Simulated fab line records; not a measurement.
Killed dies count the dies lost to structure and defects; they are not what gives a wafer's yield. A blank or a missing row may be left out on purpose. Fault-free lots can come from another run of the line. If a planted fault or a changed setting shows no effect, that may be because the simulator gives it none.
fab line records	flow ritCmos
record: lots: 7	wafers: 21	lastDay: 7
route steps=202 shown FOX2@25 NWELL@28 PWELL@39 WELLDRIVE@50 NRETRO@53 PRETRO@64
lots that met no fault: taken from a fault-free run of the same line
startH: start of the lot's first displayed wafer, in hours after the record's first day	waitH: hours from the lot's prior step to this one	" repeats the value in the row above	L1.1+2: several wafers, shown together as one row	- no value present, or no start provided	* or withheld: withheld	< > ~ a bound
route shown NAME@n: a module of which the file shows steps, and the number in the route of the first	usual: mean/standard deviation taken from wafers without a fault	same: alike in all rows	chamber/n: place in a boat	sites: each site's reading	_std_site: standard deviation of those values	_edge_site: mean of outer sites minus mean of inner sites	radiusMm: how far each site lies from the wafer's centre	mask NAME#n: copy n	behind: tool/chamber where the wafer was last shaped	hold: cause of the lot's hold/its duration in hours/its outcome	device: names the non-switching transistor (n, p or np)	end of line: at the end of the route, the tests of the same wafers	step lacking rows: just its recipe	killed: at the first sort, the dies lost to defects and structure; wafer yield is something else	map: a wafer's dies, marking killed ones x, the rest . and places with no die _
set.NAME: the setting as run; set.NAME@STEP: as run at that earlier step	model.NAME: the simulator's own value behind a step, which no gauge read
a table for each step, a row for each wafer; lots at some steps of the route
services: when a tool's chamber went out of use (startH, in hours from the record's first day, below 0 if earlier), for how many hours, and the reason
== steps ==
step: RIT_FOX2_CLEAN_02
recipe: chemistry: dHF	dilution: 50:1	timeS: 180
step: RIT_FOX2_WET_ETCH_03
recipe: chemistry: H3PO4	target: Si3N4	targetDepthNm: 195	tempC: 165	timeS: 2700
step: RIT_FOX2_THK_MEAS_90
recipe: reads: SiO2_of_FOX2_OXIDATION_00
usual: FIELD_OXIDE_LEFT_1_THK: 326/6.7
lot.wafer	tool	chamber	startH	waitH	FIELD_OXIDE_LEFT_1_THK[nm]
L557.3	filmMetro-01	-	42.76	0.0	329
L557.4	"	-	"	"	328
L557.5	"	-	"	"	332
L558.2	filmMetro-01	-	47.65	0.0	322
L558.5	"	-	"	"	319
L558.6	"	-	"	"	321
L564.1	filmMetro-01	-	77.76	0.0	329
L564.2	"	-	"	"	328
L564.4	"	-	"	"	330
L565.1	filmMetro-04	-	81.90	0.0	339
L565.4	"	-	"	"	338
L565.6	"	-	"	"	337
L566.1	filmMetro-04	-	86.08	0.0	326
L566.2	"	-	"	"	323
L566.3	"	-	"	"	325
L572.1	filmMetro-04	-	116.15	0.0	324
L572.4	"	-	"	"	320
L572.6	"	-	"	"	331
L574.3	filmMetro-01	-	126.83	0.0	324
L574.5	"	-	"	"	331
L574.6	"	-	"	"	322
step: RIT_NWELL_HMDS_00
recipe: primeTimeS: 60	primeTempC: 140
step: RIT_NWELL_COAT_01
recipe: resist: NOVOLAK	spinRpm: 2000	resistThkNm: 1300
step: RIT_NWELL_SOFTBAKE_02
recipe: resist: NOVOLAK	tempC: 90	timeS: 60
step: RIT_NWELL_EXPOSE_03
recipe: maskId: M2	na: 0.57	targetCdNm: 43900	doseMj: 250
step: RIT_NWELL_PEB_04
recipe: resist: NOVOLAK	tempC: withheld	timeS: withheld
step: RIT_NWELL_DEVELOP_05
recipe: resist: NOVOLAK	developTimeS: 68	devTempC: 23
step: RIT_NWELL_OVL_MEAS_06
usual: NWELL_OVL: 0.0/1.3
lot.wafer	tool	chamber	startH	waitH	NWELL_OVL[nm]
L557.3	overlay-01	-	43.88	-	-0.6
L557.4	"	-	"	"	0.7
L557.5	"	-	"	"	-0.3
L558.2	overlay-01	-	48.59	-	0.8
L558.5	"	-	"	"	1.1
L558.6	"	-	"	"	1.2
L564.1	overlay-01	-	78.70	-	-2.7
L564.2	"	-	"	"	-0.7
L564.4	"	-	"	"	-0.1
L565.1	overlay-02	-	82.84	-	1.3
L565.4	"	-	"	"	0.4
L565.6	"	-	"	"	-0.4
L566.1	overlay-01	-	87.14	-	1.7
L566.2	"	-	"	"	0.2
L566.3	"	-	"	"	1.2
L572.1	overlay-01	-	117.09	-	2.3
L572.4	"	-	"	"	2.6
L572.6	"	-	"	"	2.6
L574.3	overlay-02	-	127.76	-	0.6
L574.5	"	-	"	"	-1.7
L574.6	"	-	"	"	-1.7
step: RIT_NWELL_HARDBAKE_07
recipe: resist: NOVOLAK	tempC: 140	timeS: 120
step: RIT_NWELL_IMPLANT_08
recipe: species: P	energyKev: 170	doseCm2: 5e+13	tiltDeg: 7
step: RIT_NWELL_STRIP_09
recipe: chemistry: O2	timeS: 180	resist: NOVOLAK	platenTempC: withheld	powerW: 500	pressureMtorr: 4000	o2FlowSccm: 4000
usual: chamberPressureMTorr: 4000/3.3	drypumpMotorCurrentA: 5.92/0.24
lot.wafer	tool	chamber	startH	waitH	chamberPressureMTorr	drypumpMotorCurrentA	rfHoursCounterH	model.NOVOLAK_of_NWELL_COAT_01.thkNm
L557.3	plasmaAsher-02	1	44.36	0.1	4004	5.89	-	0
L557.4	"	0	"	"	4000	5.69	-	0
L557.5	"	1	"	"	3999	5.86	-	0
L558.2	plasmaAsher-04	1	49.02	0.1	4004	6.12	24	0
L558.5	"	1	"	"	4003	6.15	-	0
L558.6	"	0	"	"	3998	6.19	-	0
L564.1	plasmaAsher-03	0	79.13	0.1	-	-	-	1143
L564.2	"	1	"	"	-	-	-	1147
L564.4	"	0	"	"	-	-	-	1144
L565.1	plasmaAsher-04	0	83.28	0.1	-	-	-	1139
L565.4	"	0	"	"	-	-	-	1133
L565.6	"	0	"	"	-	-	-	1139
L566.1	plasmaAsher-04	0	87.58	0.1	-	-	-	1142
L566.2	"	1	"	"	-	-	-	1141
L566.3	"	1	"	"	-	-	-	1138
L572.1	plasmaAsher-03	1	117.52	0.1	3996	5.64	48	0
L572.4	"	0	"	"	3997	5.78	-	0
L572.6	"	1	"	"	4007	5.65	-	0
L574.3	plasmaAsher-03	0	128.24	0.1	3999	5.77	-	0
L574.5	"	0	"	"	4000	5.78	-	0
L574.6	"	1	"	"	3996	5.65	-	0
step: RIT_NWELL_TW_MEAS_10
usual: NWELL_TW: 2156/14
lot.wafer	tool	chamber	startH	waitH	NWELL_TW
L557.3	filmMetro-01	-	44.50	0.1	2157
L557.4	"	-	"	"	2170
L557.5	"	-	"	"	2162
L558.2	filmMetro-01	-	49.21	0.1	2159
L558.5	"	-	"	"	2154
L558.6	"	-	"	"	2147
L564.1	filmMetro-01	-	79.31	0.1	2161
L564.2	"	-	"	"	2174
L564.4	"	-	"	"	2158
L565.1	filmMetro-01	-	83.45	0.1	2170
L565.4	"	-	"	"	2147
L565.6	"	-	"	"	2158
L566.1	filmMetro-03	-	87.75	0.1	2135
L566.2	"	-	"	"	2127
L566.3	"	-	"	"	2145
L572.1	filmMetro-01	-	117.70	0.1	2153
L572.4	"	-	"	"	2157
L572.6	"	-	"	"	2165
L574.3	filmMetro-01	-	128.38	0.1	2167
L574.5	"	-	"	"	2166
L574.6	"	-	"	"	2160
step: RIT_PWELL_HMDS_00
recipe: primeTimeS: 60	primeTempC: 140
step: RIT_PWELL_COAT_01
recipe: resist: NOVOLAK	spinRpm: 2000	resistThkNm: 1300
step: RIT_PWELL_SOFTBAKE_02
recipe: resist: NOVOLAK	tempC: 90	timeS: 60
step: RIT_PWELL_EXPOSE_03
recipe: maskId: M3	na: 0.57	targetCdNm: 43700	doseMj: 250
step: RIT_PWELL_PEB_04
recipe: resist: NOVOLAK	tempC: withheld	timeS: withheld
step: RIT_PWELL_DEVELOP_05
recipe: resist: NOVOLAK	developTimeS: 68	devTempC: 23
step: RIT_PWELL_OVL_MEAS_06
usual: PWELL_OVL: 1.7/1.5
lot.wafer	tool	chamber	startH	waitH	PWELL_OVL[nm]
L557.3	overlay-01	-	45.43	-	2.2
L557.4	"	-	"	"	0.4
L557.5	"	-	"	"	0.8
L558.2	overlay-02	-	50.27	-	0.9
L558.5	"	-	"	"	1.5
L558.6	"	-	"	"	1.0
L564.1	overlay-02	-	80.37	-	3.5
L564.2	"	-	"	"	2.0
L564.4	"	-	"	"	1.1
L565.1	overlay-02	-	84.39	-	0.4
L565.4	"	-	"	"	0.3
L565.6	"	-	"	"	0.8
L566.1	overlay-01	-	88.85	-	3.6
L566.2	"	-	"	"	1.3
L566.3	"	-	"	"	2.7
L572.1	overlay-02	-	118.68	-	0.9
L572.4	"	-	"	"	3.4
L572.6	"	-	"	"	-0.9
L574.3	overlay-01	-	129.39	-	2.6
L574.5	"	-	"	"	4.3
L574.6	"	-	"	"	2.6
step: RIT_PWELL_HARDBAKE_07
recipe: resist: NOVOLAK	tempC: 140	timeS: 120
step: RIT_PWELL_IMPLANT_08
recipe: species: B	energyKev: 170	doseCm2: 7e+13	tiltDeg: 7
step: RIT_PWELL_STRIP_09
recipe: chemistry: O2	timeS: 180	resist: NOVOLAK	platenTempC: withheld	powerW: 500	pressureMtorr: 4000	o2FlowSccm: 4000
usual: chamberPressureMTorr: 4000/3.6	drypumpMotorCurrentA: 5.76/0.08
lot.wafer	tool	chamber	startH	waitH	chamberPressureMTorr	drypumpMotorCurrentA	rfHoursCounterH
L557.3	plasmaAsher-01	0	45.91	0.1	3995	5.81	-
L557.4	"	1	"	"	3997	5.77	-
L557.5	"	1	"	"	3999	5.76	-
L558.2	plasmaAsher-03	1	50.70	0.1	3996	5.64	41
L558.5	"	0	"	"	4004	5.76	-
L558.6	"	1	"	"	3993	5.66	-
L564.1	plasmaAsher-03	0	80.81	0.1	4000	5.76	44
L564.2	"	1	"	"	4004	5.65	44
L564.4	"	0	"	"	3995	5.76	-
L565.1	plasmaAsher-01	1	84.83	0.1	4000	5.77	44
L565.4	"	1	"	"	3999	5.78	-
L565.6	"	0	"	"	3995	5.84	-
L566.1	plasmaAsher-02	0	89.28	0.1	4009	5.62	45
L566.2	"	1	"	"	4001	5.87	45
L566.3	"	0	"	"	4009	5.62	-
L572.1	plasmaAsher-02	0	119.11	0.1	3995	5.68	0
L572.4	"	1	"	"	4002	5.87	-
L572.6	"	0	"	"	3999	5.71	-
L574.3	plasmaAsher-01	1	129.87	0.1	3998	5.75	-
L574.5	"	0	"	"	4003	5.83	-
L574.6	"	1	"	"	3995	5.75	-
step: RIT_PWELL_TW_MEAS_10
usual: PWELL_TW: 959/7.9
lot.wafer	tool	chamber	startH	waitH	PWELL_TW
L557.3	filmMetro-01	-	46.05	0.1	957
L557.4	"	-	"	"	961
L557.5	"	-	"	"	963
L558.2	filmMetro-03	-	50.88	0.1	940
L558.5	"	-	"	"	947
L558.6	"	-	"	"	944
L564.1	filmMetro-04	-	80.98	0.1	30
L564.2	"	-	"	"	30
L564.4	"	-	"	"	30
L565.1	filmMetro-03	-	85.00	0.1	30
L565.4	"	-	"	"	30
L565.6	"	-	"	"	30
L566.1	filmMetro-01	-	89.46	0.1	30
L566.2	"	-	"	"	30
L566.3	"	-	"	"	30
L572.1	filmMetro-01	-	119.29	0.1	959
L572.4	"	-	"	"	959
L572.6	"	-	"	"	958
L574.3	filmMetro-04	-	130.01	0.1	966
L574.5	"	-	"	"	964
L574.6	"	-	"	"	961
step: RIT_WELLDRIVE_ANNEAL_00
recipe: tempC: 1100	timeS: 14700	ambient: N2
step: RIT_WELLDRIVE_RS_MEAS_01
recipe: thkMeasGauge: four-point-probe
usual: NWELL_RS: 275.4/0.83
lot.wafer	tool	chamber	startH	waitH	NWELL_RS[ohm/sq]
L557.3	filmMetro-01	-	54.76	0.0	275.4
L557.4	"	-	"	"	275.7
L557.5	"	-	"	"	274.9
L558.2	filmMetro-04	-	59.81	0.0	274.7
L558.5	"	-	"	"	274.8
L558.6	"	-	"	"	275.0
L564.1	filmMetro-01	-	87.15	0.0	275.0
L564.2	"	-	"	"	275.1
L564.4	"	-	"	"	274.5
L565.1	filmMetro-01	-	90.53	0.0	275.3
L565.4	"	-	"	"	274.6
L565.6	"	-	"	"	276.0
L566.1	filmMetro-03	-	94.93	0.0	275.0
L566.2	"	-	"	"	275.2
L566.3	"	-	"	"	275.0
L572.1	filmMetro-01	-	126.00	0.0	276.6
L572.4	"	-	"	"	274.5
L572.6	"	-	"	"	276.6
L574.3	filmMetro-03	-	135.17	0.0	274.8
L574.5	"	-	"	"	275.1
L574.6	"	-	"	"	275.4
step: RIT_WELLDRIVE_RS_MEAS_02
recipe: thkMeasGauge: four-point-probe
usual: PWELL_RS: 428.9/1.2
lot.wafer	tool	chamber	startH	waitH	PWELL_RS[ohm/sq]
L557.3	filmMetro-01	-	54.88	0.1	430.1
L557.4	"	-	"	"	430.3
L557.5	"	-	"	"	430.5
L558.2	filmMetro-04	-	59.93	0.1	427.6
L558.5	"	-	"	"	429.2
L558.6	"	-	"	"	428.6
L564.1	filmMetro-01	-	87.27	0.1	430.0
L564.2	"	-	"	"	429.5
L564.4	"	-	"	"	429.5
L565.1	filmMetro-01	-	90.65	0.1	429.4
L565.4	"	-	"	"	428.3
L565.6	"	-	"	"	428.1
L566.1	filmMetro-03	-	95.05	0.1	429.0
L566.2	"	-	"	"	427.7
L566.3	"	-	"	"	427.2
L572.1	filmMetro-01	-	126.12	0.1	429.2
L572.4	"	-	"	"	429.7
L572.6	"	-	"	"	428.2
L574.3	filmMetro-03	-	135.29	0.1	429.9
L574.5	"	-	"	"	427.7
L574.6	"	-	"	"	428.0
step: RIT_NRETRO_HMDS_00
recipe: primeTimeS: 60	primeTempC: 140
step: RIT_NRETRO_COAT_01
recipe: resist: NOVOLAK	spinRpm: 2000	resistThkNm: 1300
step: RIT_NRETRO_SOFTBAKE_02
recipe: resist: NOVOLAK	tempC: 90	timeS: 60
step: RIT_NRETRO_EXPOSE_03
recipe: maskId: M4	na: 0.57	targetCdNm: 43900	doseMj: 250
step: RIT_NRETRO_PEB_04
recipe: resist: NOVOLAK	tempC: withheld	timeS: withheld
step: RIT_NRETRO_DEVELOP_05
recipe: resist: NOVOLAK	developTimeS: 68	devTempC: 23
step: RIT_NRETRO_OVL_MEAS_06
usual: NRETRO_OVL: 1.1/1.3
lot.wafer	tool	chamber	startH	waitH	NRETRO_OVL[nm]
L557.3	overlay-02	-	55.85	-	0.8
L557.4	"	-	"	"	1.3
L557.5	"	-	"	"	2.4
L558.2	overlay-02	-	60.92	-	0.3
L558.5	"	-	"	"	-2.9
L558.6	"	-	"	"	-0.1
L564.1	overlay-01	-	88.27	-	0.6
L564.2	"	-	"	"	0.1
L564.4	"	-	"	"	0.6
L565.1	overlay-02	-	91.65	-	-0.5
L565.4	"	-	"	"	-0.9
L565.6	"	-	"	"	0.6
L566.1	overlay-02	-	96.17	-	0.4
L566.2	"	-	"	"	0.3
L566.3	"	-	"	"	0.1
L572.1	overlay-02	-	127.12	-	1.7
L572.4	"	-	"	"	1.9
L572.6	"	-	"	"	2.1
L574.3	overlay-02	-	136.29	-	0.9
L574.5	"	-	"	"	0.8
L574.6	"	-	"	"	1.3
step: RIT_NRETRO_HARDBAKE_07
recipe: resist: NOVOLAK	tempC: 140	timeS: 120
step: RIT_NRETRO_IMPLANT_08
recipe: species: P	energyKev: 70	doseCm2: 1e+13	tiltDeg: 7
step: RIT_NRETRO_STRIP_09
recipe: chemistry: O2	timeS: 180	resist: NOVOLAK	platenTempC: withheld	powerW: 500	pressureMtorr: 4000	o2FlowSccm: 4000
usual: chamberPressureMTorr: 4000/3.5	drypumpMotorCurrentA: 5.86/0.19
lot.wafer	tool	chamber	startH	waitH	chamberPressureMTorr	drypumpMotorCurrentA	rfHoursCounterH
L557.3	plasmaAsher-03	1	56.34	0.1	3999	5.64	-
L557.4	"	0	"	"	3999	5.77	-
L557.5	"	0	"	"	3998	5.76	-
L558.2	plasmaAsher-03	0	61.35	0.1	4004	5.77	42
L558.5	"	1	"	"	4000	5.66	-
L558.6	"	0	"	"	4001	5.78	-
L564.1	plasmaAsher-01	0	88.71	0.1	4003	5.79	44
L564.2	"	1	"	"	3994	5.75	44
L564.4	"	1	"	"	3997	5.77	-
L565.1	plasmaAsher-03	1	92.09	0.1	3999	5.63	45
L565.4	"	0	"	"	3997	5.77	-
L565.6	"	0	"	"	3997	5.76	-
L566.1	plasmaAsher-04	1	96.61	0.1	3998	6.16	29
L566.2	"	0	"	"	3996	6.19	29
L566.3	"	1	"	"	4003	6.17	-
L572.1	plasmaAsher-04	0	127.56	0.1	4002	6.21	33
L572.4	"	0	"	"	4002	6.19	-
L572.6	"	0	"	"	3995	6.17	-
L574.3	plasmaAsher-01	1	136.77	0.1	3995	5.77	-
L574.5	"	1	"	"	4001	5.78	-
L574.6	"	0	"	"	4001	5.81	-
step: RIT_NRETRO_TW_MEAS_10
usual: NRETRO_TW: 1045/8.6
lot.wafer	tool	chamber	startH	waitH	NRETRO_TW
L557.3	filmMetro-04	-	56.47	0.1	1061
L557.4	"	-	"	"	1058
L557.5	"	-	"	"	1062
L558.2	filmMetro-03	-	61.54	0.1	1037
L558.5	"	-	"	"	1038
L558.6	"	-	"	"	1038
L564.1	filmMetro-02	-	88.88	0.1	30
L564.2	"	-	"	"	30
L564.4	"	-	"	"	30
L565.1	filmMetro-03	-	92.27	0.1	30
L565.4	"	-	"	"	30
L565.6	"	-	"	"	30
L566.1	filmMetro-03	-	96.78	0.1	30
L566.2	"	-	"	"	30
L566.3	"	-	"	"	30
L572.1	filmMetro-04	-	127.73	0.1	1064
L572.4	"	-	"	"	1062
L572.6	"	-	"	"	1067
L574.3	filmMetro-03	-	136.91	0.1	1032
L574.5	"	-	"	"	1043
L574.6	"	-	"	"	1036
step: RIT_PRETRO_HMDS_00
recipe: primeTimeS: 60	primeTempC: 140
step: RIT_PRETRO_COAT_01
recipe: resist: NOVOLAK	spinRpm: 2000	resistThkNm: 1300
step: RIT_PRETRO_SOFTBAKE_02
recipe: resist: NOVOLAK	tempC: 90	timeS: 60
step: RIT_PRETRO_TW_MEAS_10
usual: PRETRO_TW: 475/4.4
lot.wafer	tool	chamber	startH	waitH	PRETRO_TW
L557.3	filmMetro-02	-	58.02	0.1	469
L557.4	"	-	"	"	471
L557.5	"	-	"	"	470
L558.2	filmMetro-03	-	63.09	0.1	473
L558.5	"	-	"	"	471
L558.6	"	-	"	"	475
L564.1	filmMetro-02	-	90.56	0.1	30
L564.2	"	-	"	"	30
L564.4	"	-	"	"	30
L565.1	filmMetro-03	-	93.94	0.1	30
L565.4	"	-	"	"	30
L565.6	"	-	"	"	30
L566.1	filmMetro-01	-	98.33	0.1	30
L566.2	"	-	"	"	30
L566.3	"	-	"	"	30
L572.1	filmMetro-01	-	129.41	0.1	477
L572.4	"	-	"	"	480
L572.6	"	-	"	"	479
L574.3	filmMetro-01	-	138.58	0.1	479
L574.5	"	-	"	"	479
L574.6	"	-	"	"	478
== services ==
tool	chamber	startH	hours	kind
plasmaAsher-04	-	105.75	0.9	repair
plasmaAsher-02	-	108.75	9.0	pm
plasmaAsher-02	0	108.75	9.0	ventCycle
plasmaAsher-02	1	108.75	9.0	ventCycle
plasmaAsher-02	0	117.75	-	clean
plasmaAsher-02	1	117.75	-	clean
== key ==
firstSign: step: RIT_NWELL_STRIP_09	reading: toolRecord	direction: missing
effect: step: RIT_PWELL_TW_MEAS_10	reading: PWELL_TW	direction: down	sigmas: 99+	usual: 959	struck: 30
effect: step: RIT_NRETRO_TW_MEAS_10	reading: NRETRO_TW	direction: down	sigmas: 99+	usual: 1045	struck: 30
effect: step: RIT_PRETRO_TW_MEAS_10	reading: PRETRO_TW	direction: down	sigmas: 99+	usual: 475	struck: 30
modelEffect: step: RIT_NWELL_STRIP_09	value: NOVOLAK_of_NWELL_COAT_01.thkNm	without: 0	struck: 1141
metAt RIT_NWELL_STRIP_09
struckWafers L564.1,L564.2,L564.4,L565.1,L565.4,L565.6,L566.1,L566.2,L566.3
sortLeftOut L564.1,L564.2,L564.4,L565.1,L565.4,L565.6,L566.1,L566.2,L566.3
testerLeftOut L564,L565,L566
onsetBetween 49.02 79.13
fault: kind: skippedStepWhole	tool: plasmaAsher-03,plasmaAsher-04	chamber: -	onsetH: 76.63	steps: RIT_NWELL_STRIP_09	scope: struckLotsOnly
testerLeftOut: of these lots the tester's yield and bins aren't shown, on N5 and GAA mostly nor the transistor test; their killed dies are dies lost to structure and defects alone, not to doping, threshold or leakage, so they don't give the yield
sortLeftOut: the simulated sort isn't trusted on such a fault, so these wafers' sort isn't shown, and their yield isn't known
